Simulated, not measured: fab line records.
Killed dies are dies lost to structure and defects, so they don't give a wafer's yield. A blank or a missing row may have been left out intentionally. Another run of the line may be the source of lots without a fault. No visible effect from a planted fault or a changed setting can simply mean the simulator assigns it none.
Split-lot experiment + flow rit_cmos + 23 wafers read from 5 lots, route of 202 steps

== ON THE SPLIT ==
At RIT_CONTACT_DEVELOP_07 (develop time 120 s), the setting develop_time_s was moved away from the recipe's 120 s on 8 of the 23 wafers read, by -8.1% to +12.3%. For the rest of the wafers, this setting stayed at what the recipe calls for.

== FROM THE SPLIT TO THE READING: what the file shows between them, 4 steps ==
- RIT_CONTACT_CD_MEAS_08: target cd 1000 nm
- RIT_CONTACT_HARDBAKE_10: time 60 s
- RIT_CONTACT_ETCH_11: etches SiO2 in CHF3/CF4/Ar, stops on TiSi2, target depth 480 nm, time 320 s
- RIT_CONTACT_STRIP_12: strips in O2, time 180 s

== THE READING ==
cd_nm (nm) at RIT_CONTACT_CD_MEAS_90, where the cd target is 1000 nm. Fault-free wafers of this fab line usually give 999.2 nm, standard deviation 2.1 nm.

| wafer  | tool, chamber at the split | develop_time_s as run, s | against the recipe | cd_nm, nm | against lot-mates on the recipe |
|--------|----------------------------|--------------------------|--------------------|-----------|---------------------------------|
| L076.1 | litho_track-04, 0          | 120                      | recipe             | 996.8     | -                               |
| L076.3 | litho_track-04, 0          | 120                      | recipe             | 995.0     | -                               |
| L076.4 | litho_track-04, 0          | 120                      | recipe             | 996.1     | -                               |
| L077.2 | litho_track-04, 0          | 134.8                    | +12.3%             | 1005.1    | +9.4                            |
| L077.3 | litho_track-04, 0          | 134.8                    | +12.3%             | 1005.6    | +9.9                            |
| L077.4 | litho_track-04, 0          | 120                      | recipe             | 995.6     | -                               |
| L077.5 | litho_track-04, 0          | 120                      | recipe             | 995.9     | -                               |
| L077.6 | litho_track-04, 0          | 134.8                    | +12.3%             | 1005.1    | +9.4                            |
| L078.2 | litho_track-03, 0          | 120                      | recipe             | 998.8     | -                               |
| L078.3 | litho_track-03, 0          | 111.8                    | -6.8%              | 993.0     | -6.1                            |
| L078.4 | litho_track-03, 0          | 111.8                    | -6.8%              | 995.5     | -3.6                            |
| L078.5 | litho_track-03, 0          | 120                      | recipe             | 998.2     | -                               |
| L078.6 | litho_track-03, 0          | 120                      | recipe             | 1000.2    | -                               |
| L079.1 | litho_track-01, 0          | 120                      | recipe             | 995.9     | -                               |
| L079.3 | litho_track-01, 0          | 120                      | recipe             | 999.1     | -                               |
| L079.4 | litho_track-01, 0          | 110.3                    | -8.1%              | 990.2     | -7.3                            |
| L079.5 | litho_track-01, 0          | 110.3                    | -8.1%              | 991.8     | -5.7                            |
| L079.6 | litho_track-01, 0          | 110.3                    | -8.1%              | 989.3     | -8.2                            |
| L082.1 | litho_track-01, 0          | 120                      | recipe             | 998.5     | -                               |
| L082.3 | litho_track-01, 0          | 120                      | recipe             | 998.0     | -                               |
| L082.4 | litho_track-01, 0          | 120                      | recipe             | 998.7     | -                               |
| L082.5 | litho_track-01, 0          | 120                      | recipe             | 1002.1    | -                               |
| L082.6 | litho_track-01, 0          | 120                      | recipe             | 998.8     | -                               |

FIT RESULTS
A straight line over all 23 wafers: cd_nm changes by +0.675 nm for each +1% of develop_time_s; r = +0.91; the points scatter about the line by 1.9 nm.
The same after taking each lot's own level away (the mean of its wafers on the recipe; 23 wafers): +0.79 nm for each +1%; r = +0.97; scatter 1.2 nm.
According to that fit, moving develop_time_s by its largest amount changes the reading by 9.7 nm.
Measured against the standard deviation above, the lots' own levels, which go from 995.75 to 999.22 nm, span 1.7 times it.
Hence the slope depends on the lot-to-lot level, as the two fits are not the same.
Check: for one of the wafers moved furthest among these (+12.3%), held out of the fit, the line's prediction against its lot-mates is +9.79 nm. Against them it came out at +9.35 nm.

== OTHER SPLITS APPLIED TO THESE WAFERS ==
Other splits were also applied to these wafers ahead of the reading. Each is held against what the fit with the lots' levels taken away leaves over:
| other split on the same wafers | wafers away from the commonest value | r with cd_nm (lot level and that fit taken away) |
|--------------------------------|--------------------------------------|--------------------------------------------------|
| RIT_SILICIDE_SPUTTER_01 time_s | 11                                   | +0.05                                            |

== THE WHOLE CHAIN: every reading that the file lists as answering this split, in the file's order ==
| step                   | what it does                                                                | reading                                                        | change (the file's fit)               | r (the file's) |
|------------------------|-----------------------------------------------------------------------------|----------------------------------------------------------------|---------------------------------------|----------------|
| RIT_CONTACT_CD_MEAS_08 | target cd 1000 nm                                                           | cd_nm                                                          | +0.784 nm for each +1% of the setting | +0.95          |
| RIT_CONTACT_ETCH_11    | etches SiO2 in CHF3/CF4/Ar, stops on TiSi2, target depth 480 nm, time 320 s | CONTACT.cd_nm (the simulator's own value, which no gauge read) | +0.79 nm for each +1% of the setting  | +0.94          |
| RIT_CONTACT_CD_MEAS_90 | target cd 1000 nm                                                           | cd_nm                                                          | +0.786 nm for each +1% of the setting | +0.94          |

== FILE'S OWN FIT ==
cd_nm changes by +0.786 nm for each +1% of develop_time_s, r = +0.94.
